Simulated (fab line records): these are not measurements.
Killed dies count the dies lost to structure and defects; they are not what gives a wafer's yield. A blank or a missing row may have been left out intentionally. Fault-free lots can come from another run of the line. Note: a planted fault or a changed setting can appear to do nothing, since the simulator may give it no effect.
Which tool was responsible? ; flow berkeleyCmos170 ; Sampling: 14 lots, 42 wafers, 6 of 331 route steps

## WHAT THE GAUGES SHOWED, per wafer
UCB170_M2_THK_MEAS_03: measures by xrf. Usual: M2_AL_THK typically reads 897 nm, with standard deviation 11.
lot;measured;on;M2_AL_THK (nm);flag
L565;day 7 18:59;filmMetro-04;896 896 887;
L567;day 8 15:28;filmMetro-04;900 909 909;
L570;day 8 22:07;filmMetro-03;893 893 885;
L569;day 8 23:31;filmMetro-04;882 889 892;
L574;day 10 12:48;filmMetro-03;894 902 899;
L573;day 10 13:49;filmMetro-01;884 892 890;
L575;day 10 14:04;filmMetro-03;898 901 911;
L578;day 11 02:46;filmMetro-03;897 892 899;
L579;day 11 06:43;filmMetro-04;887 896 899;
L576;day 11 06:56;filmMetro-01;904 894 898;
L581;day 11 10:07;filmMetro-01;911 909 912;
L580;day 11 10:10;filmMetro-04;913 912 911;
L584;day 11 23:12;filmMetro-03;881 887 882;
L587;day 13 02:12;filmMetro-03;884 883 888;

UCB170_M3_RS_MEAS_02: the measuring method here is four-point-probe. Usual: M3_AL_RS typically reads 0.0322 ohm/sq, with standard deviation 0.00031.
lot;measured;on;M3_AL_RS (ohm/sq);flag
L565;day 8 01:54;filmMetro-01;0.0318 0.0315 0.0317;
L567;day 8 20:14;filmMetro-01;0.0320 0.0318 0.0318;
L570;day 9 04:14;filmMetro-02;0.0319 0.0322 0.0320;
L569;day 9 07:10;filmMetro-04;0.0327 0.0323 0.0330;
L574;day 10 18:17;filmMetro-04;0.0321 0.0321 0.0321;
L573;day 10 19:27;filmMetro-02;0.0324 0.0323 0.0325;
L575;day 10 19:58;filmMetro-01;0.0319 0.0318 0.0317;
L578;day 11 09:29;filmMetro-04;0.0319 0.0319 0.0316;
L579;day 11 13:28;filmMetro-02;0.0323 0.0320 0.0322;
L576;day 11 14:28;filmMetro-02;0.0323 0.0325 0.0325;
L581;day 11 15:35;filmMetro-04;0.0322 0.0321 0.0260;OFF
L580;day 11 15:49;filmMetro-01;0.0321 0.0322 0.0323;
L584;day 12 04:25;filmMetro-01;0.0323 0.0260 0.0321;OFF
L587;day 13 09:25;filmMetro-01;0.0326 0.0322 0.0321;

UCB170_M3_THK_MEAS_03: measures by xrf. Usual: M3_AL_THK typically reads 897 nm, with standard deviation 8.6.
lot;measured;on;M3_AL_THK (nm);flag
L565;day 8 02:00;filmMetro-01;906 916 906;
L567;day 8 20:21;filmMetro-01;899 909 906;
L570;day 9 04:20;filmMetro-02;903 891 900;
L569;day 9 07:17;filmMetro-04;889 898 872;
L574;day 10 18:25;filmMetro-04;903 896 897;
L573;day 10 19:34;filmMetro-02;893 892 886;
L575;day 10 20:04;filmMetro-01;901 905 903;
L578;day 11 09:36;filmMetro-04;907 903 914;
L579;day 11 13:35;filmMetro-02;897 902 898;
L576;day 11 17:06;filmMetro-02;890 884 884;
L581;day 11 15:41;filmMetro-04;898 901 1111;OFF
L580;day 11 15:56;filmMetro-01;899 891 891;
L584;day 12 04:31;filmMetro-01;894 1108 897;OFF
L587;day 13 09:32;filmMetro-01;887 899 900;

UCB170_M3_CD_MEAS_15 targets a cd of 700 nm. Usual: 700.2 nm for cdNm, sd 1.6.
lot;measured;on;cdNm (nm);flag
L565;day 8 04:37;cdSem-02;699.3 699.6 697.2;
L567;day 8 22:08;cdSem-02;700.3 700.2 699.2;
L570;day 9 06:35;cdSem-02;701.2 700.7 701.4;
L569;day 9 08:55;cdSem-01;699.2 699.1 699.5;
L574;day 10 20:23;cdSem-02;702.9 701.0 701.8;
L573;day 10 21:22;cdSem-01;699.3 700.1 700.1;
L575;day 10 22:22;cdSem-02;700.3 700.2 701.9;
L578;day 11 11:50;cdSem-02;700.9 700.4 698.9;
L579;day 11 15:36;cdSem-01;699.8 701.5 698.5;
L576;day 11 18:56;cdSem-01;697.5 697.0 698.8;
L581;day 11 17:20;cdSem-01;700.8 700.3 700.4;
L580;day 11 17:42;cdSem-01;696.3 698.1 697.0;
L584;day 12 08:18;cdSem-02;699.7 700.0 700.6;
L587;day 13 12:59;cdSem-02;703.5 704.6 703.8;

## TOOL THAT RAN EACH LOT (tool first, then ch and the chambers of the sampled wafers, then the start)
lot;UCB170_V2_CVD_00;UCB170_M3_SPUTTER_01
L565;pecvd-03 ch 1,2, day 7 22:55;pvdSputter-01, day 8 01:46
L567;pecvd-01 ch 1,2, day 8 17:48;pvdSputter-04, day 8 20:08
L570;pecvd-01 ch 1,2, day 9 00:55;pvdSputter-04, day 9 04:06
L569;pecvd-03 ch 0,2, day 9 04:24;pvdSputter-03, day 9 07:05
L574;pecvd-01 ch 0,1,2, day 10 15:20;pvdSputter-03, day 10 18:13
L573;pecvd-03 ch 0,1,2, day 10 16:26;pvdSputter-01, day 10 19:22
L575;pecvd-04 ch 1, day 10 16:43;pvdSputter-04, day 10 19:51
L578;pecvd-01 ch 0,1,2, day 11 06:28;pvdSputter-04, day 11 09:23
L579;pecvd-01 ch 0,1, day 11 10:37;pvdSputter-04, day 11 13:22
L576;pecvd-01 ch 0,1,2, day 11 11:35;pvdSputter-01, day 11 14:22
L581;pecvd-01 ch 0,2, day 11 12:49;pvdSputter-04, day 11 15:29
L580;pecvd-01 ch 0,2, day 11 13:05;pvdSputter-01, day 11 15:43
L584;pecvd-03 ch 0,1,2, day 12 01:36;pvdSputter-04, day 12 04:19
L587;pecvd-04 ch 0,2, day 13 06:32;pvdSputter-01, day 13 09:19
- UCB170_V2_CVD_00: deposits SiO2 from TEOS/O2, target thk 2000 nm, time 250 s.
- UCB170_M3_SPUTTER_01: material Al, target thk 900 nm, time 120 s.

## AS READ BY THE TOOLS THEMSELVES (means over the sampled wafers that have a number; for cases with no such wafer, the mark the record gives instead)
UCB170_V2_CVD_00. Usual: 245 W for heaterPowerW, sd 51.
lot;tool;heaterPowerW (W);flag
L565;pecvd-03;248;
L567;pecvd-01;206;
L570;pecvd-01;250;
L569;pecvd-03;194;
L574;pecvd-01;211;
L573;pecvd-03;203;
L575;pecvd-04;217;
L578;pecvd-01;276;
L579;pecvd-01;270;
L576;pecvd-01;261;
L581;pecvd-01;217;
L580;pecvd-01;261;
L584;pecvd-03;273;
L587;pecvd-04;238;

UCB170_M3_SPUTTER_01. Usual: cathodeDcPowerW 5999.9 W, standard deviation 0.99; throttleValvePct 30.5 %, standard deviation 1.3.
lot;tool;cathodeDcPowerW (W);throttleValvePct (%);flag
L565;pvdSputter-01;6000.8;30.9;
L567;pvdSputter-04;5999.6;31.7;
L570;pvdSputter-04;6001.2;30.2;
L569;pvdSputter-03;6000.9;30.9;
L574;pvdSputter-03;5999.0;30.4;
L573;pvdSputter-01;5999.1;31.9;
L575;pvdSputter-04;6000.5;30.0;
L578;pvdSputter-04;5998.6;31.0;
L579;pvdSputter-04;5999.8;30.8;
L576;pvdSputter-01;6000.0;31.6;
L581;pvdSputter-04;6000.5;30.0;
L580;pvdSputter-01;5999.9;30.5;
L584;pvdSputter-04;6000.5;30.8;
L587;pvdSputter-01;5999.6;30.4;

## THE ANSWER, worked out from the rows above alone
Rule: take the mean of a lot's wafers that have a number; if it is more than 3 standard deviations from the usual mean, the lot is off. A lot without any number at a reading at which 4 lots or more have one is off too. The other lots that the step has rows for count as sound. First the gauges in route order, then the tools' own readings, where a lot's mean is used as printed above. At the first step where some lot is off, the reading lying furthest off is the one used; lots without a number count as furthest.
Off: L581, L584, seen at UCB170_M3_RS_MEAS_02 (M3_AL_RS).
A tool fits if, at a process step before that reading, it ran every lot that is off, and no sound lot after the first of them. Those tools and the gauges at UCB170_M3_RS_MEAS_02 are tried in the same way. One candidate fits, namely pvdSputter-04 at UCB170_M3_SPUTTER_01. A fault onset in the window from L579 (day 11 13:22, its last sound lot) to L581 (day 11 15:29, its first lot off) fits.

## WHAT THE SIMULATOR HAD INSERTED
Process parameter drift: pvdSputter-04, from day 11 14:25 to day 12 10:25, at UCB170_M3_SPUTTER_01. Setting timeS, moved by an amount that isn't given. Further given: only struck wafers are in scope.
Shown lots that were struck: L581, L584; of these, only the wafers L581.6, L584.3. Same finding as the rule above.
